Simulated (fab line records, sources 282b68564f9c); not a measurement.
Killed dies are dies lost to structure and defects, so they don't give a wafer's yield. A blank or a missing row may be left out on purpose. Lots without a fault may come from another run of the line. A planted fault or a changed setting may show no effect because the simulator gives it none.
Problem report in the 8D (eight disciplines) form, filled by code | flow rit_cmos | the parts of the form that need people (team, actions taken, sign-off) are left out

1. THE PROBLEM
NRETRO_OVL at RIT_NRETRO_OVL_MEAS_06 reads a mean of -298.4 nm on 9 wafers of 3 lots; wafers without a fault read -0.2 nm with a standard deviation of 1.5. That is -99 or more standard deviations from the usual mean.
First seen on wafer L187.2, day 4 18:16, on overlay-02. The record holds 45 wafers of 15 lots with a number at this step. Rule for "out", or "out of limits": more than 4 standard deviations from the usual mean. The other wafers with a number count as sound.

2. WHAT IT IS AND WHAT IT IS NOT
question                    | is                     | is not
which readings at this step | NRETRO_OVL             | -
which lots                  | L187, L188, L192       | L175, L177, L178, L179, L180, L181, L183, L184, L190, L196, L197, L198
which wafers of those lots  | all that have a number | -
read on which gauges        | overlay-01, overlay-02 | -
when                        | from day 4 18:16       | up to then (24 sound wafers); but 12 sound wafers of L190, L196, L197, L198 came after

3. SUSPECTS, AND WHAT RULES EACH OUT
Counting: a tool at a process step up to the reading stays a suspect if it ran every lot that is out and no sound lot after the first of them.
- the gauge at RIT_NRETRO_OVL_MEAS_06: ruled out. The wafers that are out were read on 2 gauges (overlay-01, overlay-02).
- iline_stepper-02 at RIT_NRETRO_EXPOSE_03 (exposes mask M4, target cd 43900 nm): kept. It ran every lot that is out, first L187 (day 4 17:52), and no sound lot after that; its last sound lot up to then is L184 (day 4 02:02).
Left after counting: iline_stepper-02 at RIT_NRETRO_EXPOSE_03.

4. THE CAUSE (what the simulator had put in)
Scanner matching overlay: iline_stepper-02, from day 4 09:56 on, at RIT_NRETRO_EXPOSE_03. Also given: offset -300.
Counting left only this tool.

5. THE CHAIN OF EFFECTS, in route order
Each row: a reading whose mean over the struck wafers that have a number lies more than 3 standard deviations from the usual. Only readings for which the record gives a usual standard deviation are gone through. hours: the time from each lot's start at the first step in this table that gives one to its start at this step, as a median over the lots. sigmas: the change in usual standard deviations.
hours | step                   | reading    | usual   | on struck wafers | change | sigmas
0     | RIT_NRETRO_OVL_MEAS_06 | NRETRO_OVL | -0.2 nm | -298.4           | -298.2 | -99 or more
Later measuring or inspecting steps at which every struck wafer that the step has a row for has a number for every such reading, and none has moved that far: RIT_M1_CD_MEAS_09, RIT_M1_OVL_MEAS_10.

6. WHAT WOULD HAVE CAUGHT IT SOONER
In this record the first reading out of limits at a measuring or inspecting step was taken at day 4 18:16, 8 hours after the fault began at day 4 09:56.
Of the lots that are out (3), L188, L192 began RIT_NRETRO_EXPOSE_03 on iline_stepper-02 after day 4 18:16. A hold on the tool at that time would have spared those 2.
